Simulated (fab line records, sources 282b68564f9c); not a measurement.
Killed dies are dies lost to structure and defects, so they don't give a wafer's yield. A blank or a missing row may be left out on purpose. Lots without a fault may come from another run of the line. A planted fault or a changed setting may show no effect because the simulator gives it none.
fab line records | flow rit_cmos
record lots=14 wafers=42 last_day=19
route steps=202 shown NLDD@111
lots that met no fault: from a run of the same line without faults
start_h: hours from the record's first day to the start of the lot's first wafer shown | wait_h: hours since the lot's step before | " the same as in the row above | L1.1+2: a row that stands for several wafers | - no value, or no start given | * or withheld: withheld | < > ~ a bound
route shown NAME@n: a module of which the file shows steps, and the number in the route of the first | usual: mean/standard deviation of fault-free wafers | same: alike in all rows | chamber/n: place in a boat | sites: the reading at each site | _std_site: their standard deviation | _edge_site: outer sites' mean less inner sites' | radius_mm: how far each site lies from the wafer's centre | mask NAME#n: copy n | behind: the tool/chamber that last shaped the wafer | hold: why the lot was held/for how many hours/how that ended | device: the transistor (n, p or np) that didn't switch | end of line: the same wafers' tests at the end of the route | a step without rows: its recipe alone | killed: dies lost to structure and defects at the first sort, not the wafer's yield | map: a wafer's dies, x killed, . not, _ none there
set.NAME: the setting as run; set.NAME@STEP: as run at that earlier step | model.NAME: the simulator's own value behind a step, which no gauge read
steps of the route over a sample of lots; a table a step, a row a wafer
services: from which hour (start_h, from the record's first day; less than 0 if before it) a tool's chamber was out of use, for how many hours, and why
## steps
# step RIT_NLDD_IMPLANT_08
# recipe species=P energy_kev=20 dose_cm2=5e+14 tilt_deg=7
# usual beam_energy_keV=19.999/0.0064 dose_ions_cm2=4.999e+14/5.9e+11 faraday_current_uA=1569/34
# same implant_ion_amu=31
# columns lot.wafer tool chamber start_h wait_h beam_energy_keV dose_ions_cm2 faraday_current_uA
L270.1 implanter-01 0 43.21 0.1 19.994 4.991e+14 1548
L270.2 " 0 " " 19.996 4.998e+14 1566
L270.5 " 0 " " 19.997 4.995e+14 1588
L271.1 implanter-03 0 46.58 0.1 19.999 4.999e+14 1555
L271.3 " 0 " " 19.997 5.003e+14 1565
L271.4 " 0 " " 19.995 4.999e+14 1609
L272.2 implanter-03 0 58.75 0.1 20.004 5e+14 1566
L272.4 " 0 " " 20.002 4.994e+14 1568
L272.6 " 0 " " 19.999 4.997e+14 1515
L273.1 implanter-01 0 65.78 0.1 19.994 4.983e+14 1614
L273.2 " 0 " " 19.997 4.994e+14 1510
L273.6 " 0 " " 20.005 4.996e+14 1582
L275.1 implanter-04 0 74.52 0.1 19.999 5.009e+14 1553
L275.4 " 0 " " 20.010 5.007e+14 1589
L275.5 " 0 " " 19.996 4.997e+14 1495
L279.1 implanter-04 0 102.79 0.1 20.005 5.005e+14 1531
L279.2 " 0 " " 20.007 5.011e+14 1589
L279.4 " 0 " " 20.000 5.005e+14 1548
L280.3 implanter-01 0 103.08 0.1 20.005 5.005e+14 1591
L280.4 " 0 " " 20.001 4.996e+14 1557
L280.5 " 0 " " 20.005 5.004e+14 1523
L281.3 implanter-04 0 103.31 0.1 20.009 4.992e+14 1533
L281.4 " 0 " " 20.009 5.003e+14 1517
L281.5 " 0 " " 19.997 5.004e+14 1602
L282.1 implanter-04 0 112.93 0.1 19.997 5.006e+14 1592
L282.2 " 0 " " 19.999 5.006e+14 1596
L282.5 " 0 " " 19.990 5.001e+14 1485
L283.1 implanter-01 0 117.51 0.1 19.997 5.001e+14 1552
L283.4 " 0 " " 20.006 4.994e+14 1605
L283.6 " 0 " " 19.991 4.999e+14 1523
L284.2 implanter-01 0 121.34 0.1 20.005 5.01e+14 1594
L284.4 " 0 " " 20.011 5.003e+14 1616
L284.5 " 0 " " 20.005 4.995e+14 1563
L287.1 implanter-04 0 132.94 0.1 20.000 1.993e+14 640
L287.2 " 0 " " 20.008 2.002e+14 622
L287.3 " 0 " " 20.002 1.989e+14 626
L288.2 implanter-04 0 138.50 0.1 19.999 1.996e+14 623
L288.3 " 0 " " 19.999 2.004e+14 614
L288.6 " 0 " " 20.001 2.002e+14 650
L292.2 implanter-01 0 433.28 0.1 19.994 4.99e+14 1612
L292.4 " 0 " " 19.991 4.99e+14 1541
L292.5 " 0 " " 20.000 4.994e+14 1530
# step RIT_NLDD_TW_MEAS_10
# usual NLDD_TW=2481/15
# columns lot.wafer tool chamber start_h wait_h NLDD_TW
L270.1 film_metro-03 - 43.54 0.1 2463
L270.2 " - " " 2474
L270.5 " - " " 2473
L271.1 film_metro-04 - 46.91 0.1 2483
L271.3 " - " " 2478
L271.4 " - " " 2490
L272.2 film_metro-01 - 59.06 0.1 2480
L272.4 " - " " 2485
L272.6 " - " " 2487
L273.1 film_metro-03 - 66.11 0.1 2474
L273.2 " - " " 2465
L273.6 " - " " 2465
L275.1 film_metro-01 - 74.85 0.1 2483
L275.4 " - " " 2493
L275.5 " - " " 2495
L279.1 film_metro-01 - 103.11 0.1 2515
L279.2 " - " " 2507
L279.4 " - " " 2498
L280.3 film_metro-03 - 103.37 0.1 2455
L280.4 " - " " 2469
L280.5 " - " " 2464
L281.3 film_metro-01 - 103.60 0.1 2514
L281.4 " - " " 2511
L281.5 " - " " 2518
L282.1 film_metro-04 - 113.26 0.1 2484
L282.2 " - " " 2477
L282.5 " - " " 2482
L283.1 film_metro-03 - 117.83 0.1 2461
L283.4 " - " " 2463
L283.6 " - " " 2469
L284.2 film_metro-01 - 121.65 0.1 2483
L284.4 " - " " 2486
L284.5 " - " " 2494
L287.1 film_metro-03 - 133.27 0.1 1894
L287.2 " - " " 1904
L287.3 " - " " 1891
L288.2 film_metro-01 - 138.81 0.1 1932
L288.3 " - " " 1918
L288.6 " - " " 1920
L292.2 film_metro-03 - 433.59 0.1 2467
L292.4 " - " " 2455
L292.5 " - " " 2467
# step RIT_SDANNEAL_RS_MEAS_07
# recipe thk_meas_gauge=four-point-probe
# usual NLDD_RS=151.6/0.51
# columns lot.wafer tool chamber start_h wait_h NLDD_RS[ohm/sq]
L270.1 film_metro-04 - 51.39 0.1 152.1
L270.2 " - " " 152.1
L270.5 " - " " 152.2
L271.1 film_metro-03 - 54.83 0.1 151.8
L271.3 " - " " 151.8
L271.4 " - " " 151.6
L272.2 film_metro-01 - 67.89 0.1 151.2
L272.4 " - " " 151.3
L272.6 " - " " 151.1
L273.1 film_metro-03 - 74.22 0.1 150.6
L273.2 " - " " 151.0
L273.6 " - " " 151.3
L275.1 film_metro-04 - 82.57 0.1 151.5
L275.4 " - " " 151.6
L275.5 " - " " 151.3
L279.1 film_metro-03 - 111.10 0.1 152.0
L279.2 " - " " 151.9
L279.4 " - " " 151.9
L280.3 film_metro-04 - 111.48 0.1 152.1
L280.4 " - " " 151.5
L280.5 " - " " 151.7
L281.3 film_metro-04 - 112.82 0.1 151.2
L281.4 " - " " 151.1
L281.5 " - " " 151.0
L282.1 film_metro-04 - 121.11 0.1 151.3
L282.2 " - " " 151.4
L282.5 " - " " 151.6
L283.1 film_metro-04 - 126.69 0.1 151.8
L283.4 " - " " 151.7
L283.6 " - " " 151.7
L284.2 film_metro-01 - 130.50 0.1 151.3
L284.4 " - " " 151.2
L284.5 " - " " 151.3
L287.1 film_metro-01 - 141.71 0.1 306.0
L287.2 " - " " 305.9
L287.3 " - " " 307.9
L288.2 film_metro-03 - 146.93 0.1 302.1
L288.3 " - " " 304.3
L288.6 " - " " 303.8
L292.2 film_metro-01 - 442.36 0.1 151.8
L292.4 " - " " 151.7
L292.5 " - " " 152.1
## services
# columns tool chamber start_h hours kind
implanter-01 - 30.53 3.9 pm
implanter-04 - 76.29 4.6 pm
implanter-01 - 97.06 5.9 repair
implanter-03 - 99.37 18.6 repair
implanter-04 - 161.84 0.6 repair
implanter-03 - 197.32 2.6 repair
implanter-03 - 204.08 2.3 repair
implanter-03 - 243.19 1.1 repair
implanter-03 - 259.04 85.8 pm
implanter-04 - 295.99 1.1 repair
implanter-04 - 305.97 5.7 pm
implanter-04 - 317.12 3.6 repair
implanter-04 - 320.70 1.9 repair
implanter-04 - 339.71 0.6 repair
implanter-04 - 406.63 1.3 repair
## key
first_sign step=RIT_NLDD_IMPLANT_08 reading=dose_ions_cm2 direction=down sigmas=99+ usual=4.999e+14 struck=1.998e+14
effect step=RIT_NLDD_IMPLANT_08 reading=faraday_current_uA direction=down sigmas=27 usual=1569 struck=629
effect step=RIT_NLDD_TW_MEAS_10 reading=NLDD_TW direction=down sigmas=38 usual=2481 struck=1910
effect step=RIT_SDANNEAL_RS_MEAS_07 reading=NLDD_RS direction=up sigmas=99+ usual=151.6 struck=305.0
met_at RIT_NLDD_IMPLANT_08
struck_lots L287,L288
tester_left_out L287,L288
onset_between 112.93 132.94
fault kind=process_parameter_drift tool=implanter-04 chamber=- onset_h=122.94 steps=RIT_NLDD_IMPLANT_08 channel=dose_cm2 offset=-3e+14 shape=step end_h=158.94 acts_in=these_recipes_only stated=5e+14
# tester_left_out: of these lots the tester's yield and bins aren't shown, on N5 and GAA mostly nor the transistor test; their killed dies are dies lost to structure and defects alone, not to doping, threshold or leakage, so they don't give the yield
